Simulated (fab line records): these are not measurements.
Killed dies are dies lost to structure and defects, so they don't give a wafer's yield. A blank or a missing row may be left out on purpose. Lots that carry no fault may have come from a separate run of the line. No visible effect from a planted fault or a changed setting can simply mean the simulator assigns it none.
Struck lot and sound lot, side by side    flow rit-cmos    15 out of 202 route steps
Sound: wafers L695.3, L695.4, L695.6. Wafers L705.3, L705.4, L705.6 were the ones struck. At the end, the cause is stated.
Each step with rows lists, per side, the tool, then ch with its chambers, then its first start. Under that, the readings that differ: sound wafers    struck wafers    difference of the means    sigmas: that difference in standard deviations of wafers without a fault.
alike: readings with means less than 2 such deviations apart, plus words and numbers identical on both sides. not compared: withheld readings, readings lacking a value on some wafer, bounds such as >300 that could conceal the same value, and numbers that have no deviation in the record and whose values overlap.
Wherever a step has rows on one side only, a row that says differs or no value, or a row with sigmas, the two part there. Non-overlapping numbers with no deviation appear without sigmas and do not part them. A reading missing from all wafers of one side parts the sides only when that side holds two or more wafers.

first, 5 steps without rows for these wafers: RIT_M1_COAT_04 (resist thk 1300 nm); RIT_M1_SOFTBAKE_05 (time 60 s); RIT_M1_EXPOSE_06 (exposes mask M12, target cd 2600 nm); RIT_M1_PEB_07; RIT_M1_DEVELOP_08 (develop time 68 s).
RIT_M1_CD_MEAS_09 targets a cd of 2600 nm.
  struck on cd-sem-01, day 7 19:18; sound on cd-sem-02, day 5 18:36
  alike: cd-nm
RIT_M1_OVL_MEAS_10:
  struck on overlay-01, day 7 19:23; sound on overlay-02, day 5 18:41
  alike: M1_OVL
then, 1 step without rows for these wafers: RIT_M1_HARDBAKE_11 (time 120 s).
RIT_M1_METAL_ETCH_12: etches Al in Cl2/BCl3, stops on SiO2, time 165 s, target depth 600 nm.
  sound on rie-metal-02 ch 0,1, day 5 19:01; struck on rie-metal-02 ch 0,1, day 7 19:43
  alike: drypump-motor-current-A, oes-product-au, throttle-valve-pct
  not compared: rf-hours-counter-h
then, 1 step without rows for these wafers: RIT_M1_STRIP_13 (strips in nmp, time 600 s).
RIT_M1_STRIP_14: strips in O2, time 180 s.
  sound on plasma-asher-03 ch 0,1, day 5 19:22; struck on plasma-asher-04 ch 0,1, day 7 20:05
  alike: drypump-motor-current-A
  not compared: rf-hours-counter-h
RIT_M1_CD_MEAS_90 targets a cd of 2600 nm.
  struck on cd-sem-01, day 7 20:14; sound on cd-sem-01, day 5 19:32
  alike: cd-nm
RIT_M1_ANNEAL_15: time 1800 s.
  sound on furnace-02 ch 0, day 5 19:37; struck on furnace-02 ch 0, day 7 20:19
reading                    sound                 struck                difference  sigmas
spike-tc-centre-C (C)      452.4 452.3 450.9     422.1 422.2 421.4     -30.0       -30
spike-tc-load-C (C)        466.1 468.8 467.9     435.5 435.5 438.1     -31.2       -31
spike-tc-source-C (C)      465.2 466.7 465.9     435.8 433.0 435.7     -31.1       -32
tube-center-temp-C (C)     449.93 450 450.01     420.08 420.02 419.94  -29.97      -99 or more
tube_center_temp_C_max     450.99 451.19 451.33  420.94 421.18 420.97  -30.14      -99 or more
zone-power-centre-pct (%)  20.98 20.93 20.95     19.69 19.57 19.29     -1.44       -8
zone-power-load-pct (%)    6.17 6.19 6.19        5.52 5.51 5.41        -0.70       -12
zone-power-source-pct (%)  6.17 6.16 6.03        5.39 5.36 5.47        -0.71       -12
RIT_M1_BOW_MEAS_16:
  struck on film-metro-02, day 7 21:52; sound on film-metro-02, day 5 21:09
  alike: M1_BOW
RIT_M1_PROBE_99:
  struck on prober-02, day 7 22:02; sound on prober-01, day 5 21:20
reading                                    sound                 struck               difference  sigmas
killed-at-contacts                         0 0 0                 0 2 0                +1          +2
sort_bin_3_pad_short (%)                   0 0 0.4               0 1.5 0.4            +0          +2
model.etest.nmos_0p15.junction-log10-a-um  -13.38 -13.32 -13.61  -13.76 -13.7 -13.68  -0.28       
model.etest.contact-ppoly.rc-ohm           1.347 1.38 1.398      1.49 1.527 1.449     +0.11       
model.etest.contact-pplus.rc-ohm           1.386 1.375 1.34      1.516 1.554 1.417    +0.129      
model.etest.contact-nplus.rc-ohm           1.37 1.349 1.403      1.485 1.537 1.511    +0.137      
model.etest.contact-npoly.rc-ohm           1.375 1.346 1.39      1.518 1.462 1.488    +0.119      
  alike: defect-limited-yield, killed-at-front-end, killed-dies, killed-open, killed-short, sort_bin_5_function, sort_bin_6_memory, sort-n-pass, sort-yield-pct

== WHERE THEY PART ==
Earliest at RIT_M1_ANNEAL_15; latest, in this record, at RIT_M1_PROBE_99.

WHY: the cause the simulator had injected
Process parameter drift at RIT_M1_ANNEAL_15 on furnace-02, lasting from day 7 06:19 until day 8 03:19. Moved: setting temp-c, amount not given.
